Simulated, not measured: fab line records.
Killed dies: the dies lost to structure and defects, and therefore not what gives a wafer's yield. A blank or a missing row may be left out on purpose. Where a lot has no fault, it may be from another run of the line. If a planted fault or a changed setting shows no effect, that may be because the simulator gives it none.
Which tool is to blame?	flow berkeley-cmos170	7 lots, 21 wafers sampled, at 4 steps of a route of 331

== WHAT THE GAUGES SHOWED, per wafer ==
UCB170_M3_CD_MEAS_15: target cd 700 nm.
lot	measured	on	cd-nm (nm)
L379	day 9 22:28	cd-sem-02	701.2 701.4 701.0
L378	day 9 22:35	cd-sem-02	702.7 701.7 702.5
L382	day 10 14:34	cd-sem-02	698.9 698.9 699.0
L385	day 11 14:44	cd-sem-02	700.7 700.5 701.9
L388	day 11 14:59	cd-sem-02	699.8 699.8 700.3
L395	day 12 22:20	cd-sem-01	700.7 701.4 700.8
L398	day 13 08:29	cd-sem-01	699.5 700.8 701.2

== TOOL THAT RAN EACH LOT (tool first, then ch and the chambers of the sampled wafers, then the start) ==
lot	UCB170_SILICIDE_SPUTTER_01	UCB170_V1_ETCH_14	UCB170_V2_STRIP_15
L379	pvd-sputter-01, day 8 17:29	rie-diel-04 ch 0,1,2, day 9 10:10	plasma-asher-04 ch 0,1, day 9 17:59
L378	pvd-sputter-02, day 8 18:01	rie-diel-01 ch 0,1, day 9 10:38	plasma-asher-02 ch 0,1, day 9 18:16
L382	pvd-sputter-03, day 9 11:41	rie-diel-02 ch 1,2, day 10 05:32	plasma-asher-04 ch 1, day 10 11:34
L385	pvd-sputter-01, day 10 08:27	rie-diel-01 ch 0,2,3, day 11 01:16	plasma-asher-01 ch 0,1, day 11 10:44
L388	pvd-sputter-02, day 10 08:44	rie-diel-04 ch 2,3, day 11 01:20	plasma-asher-02 ch 0,1, day 11 10:58
L395	pvd-sputter-01, day 11 17:54	rie-diel-01 ch 2,3, day 12 12:22	plasma-asher-04 ch 0,1, day 12 20:10
L398	pvd-sputter-01, day 12 07:49	rie-diel-04 ch 0,1, day 13 00:21	plasma-asher-02 ch 0, day 13 05:49
- UCB170_SILICIDE_SPUTTER_01: material Ti, target thk 30 nm, time 25 s.
- UCB170_V1_ETCH_14: etches SiO2 in CHF3/CF4/Ar, stops on Al, target depth 1250 nm, time 291 s.
- UCB170_V2_STRIP_15: strips in O2.

== THE ANSWER, worked out from the rows above alone ==
Rule: usual is defined by the lots themselves. The widest of any qualifying gaps counts: lots, ordered by their means at a reading, are off when they make up no more than a third of the lots, leave a main group of 4 or more, and stand apart from it by 3 or more times the standard deviation of that group's means. If all means in a main group match to the digits the tables above print for the reading, that group is not used. A lot without any number at a reading at which 4 lots or more have one is off too. The other lots that the step has rows for count as sound.
No lot is off on any of the readings shown, so nothing can be concluded from this.

== WHAT THE SIMULATOR HAD INSERTED ==
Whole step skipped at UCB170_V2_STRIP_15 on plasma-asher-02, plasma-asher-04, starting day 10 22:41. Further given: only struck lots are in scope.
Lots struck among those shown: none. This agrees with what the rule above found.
